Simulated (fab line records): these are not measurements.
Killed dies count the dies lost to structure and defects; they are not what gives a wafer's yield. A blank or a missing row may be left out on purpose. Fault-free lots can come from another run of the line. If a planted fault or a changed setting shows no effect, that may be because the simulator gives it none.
The tool behind it: which one?	flow berkeleyCmos170	8 lots, 24 wafers sampled, at 2 steps of a route of 331

== WHAT EACH GAUGE READ, for each wafer ==
UCB170_ACTIVE_THK_MEAS_06.
lot	measured	on	ACTIVE_NITRIDE_THK (nm)
L579	day 5 03:17	filmMetro-04	222.4 221.7 223.8
L582	day 6 01:32	filmMetro-02	221.8 221.9 220.2
L585	day 6 09:47	filmMetro-04	215.7 213.2 214.8
L588	day 6 21:34	filmMetro-02	212.3 213.7 215.7
L590	day 7 10:31	filmMetro-04	221.7 219.2 220.2
L594	day 8 17:58	filmMetro-04	219.0 218.5 218.7
L597	day 8 18:01	filmMetro-03	219.9 222.4 221.8
L601	day 9 19:43	filmMetro-03	223.6 224.6 222.8

== TOOL THAT RAN EACH LOT (tool first, then ch and the chambers of the sampled wafers, then the start) ==
lot	UCB170_ACTIVE_CVD_05
L579	lpcvd-01 ch 1, day 5 01:22
L582	lpcvd-01 ch 0, day 5 23:35
L585	lpcvd-01 ch 1, day 6 07:51
L588	lpcvd-01 ch 0, day 6 19:38
L590	lpcvd-02 ch 1, day 7 08:35
L594	lpcvd-02 ch 0, day 8 15:59
L597	lpcvd-02 ch 1, day 8 15:59
L601	lpcvd-02 ch 1, day 9 17:49
- UCB170_ACTIVE_CVD_05: deposits Si3N4 from SiH2Cl2/NH3, target thk 220 nm, time 3300 s.

== THE ANSWER, worked out from the rows above alone ==
Rule: the usual values come from the lots themselves. The widest of any qualifying gaps counts: lots, ordered by their means at a reading, are off when they make up no more than a third of the lots, leave a main group of 4 or more, and stand apart from it by 3 or more times the standard deviation of that group's means. Not used: any main group whose means are identical at the precision the tables above print for the reading. Also off: a lot with no number at a reading for which 4 or more lots have one. The other lots that the step has rows for count as sound.
Across all readings shown, no lot is off: no conclusion can be drawn from this.

== WHAT HAD BEEN PUT IN BY THE SIMULATOR ==
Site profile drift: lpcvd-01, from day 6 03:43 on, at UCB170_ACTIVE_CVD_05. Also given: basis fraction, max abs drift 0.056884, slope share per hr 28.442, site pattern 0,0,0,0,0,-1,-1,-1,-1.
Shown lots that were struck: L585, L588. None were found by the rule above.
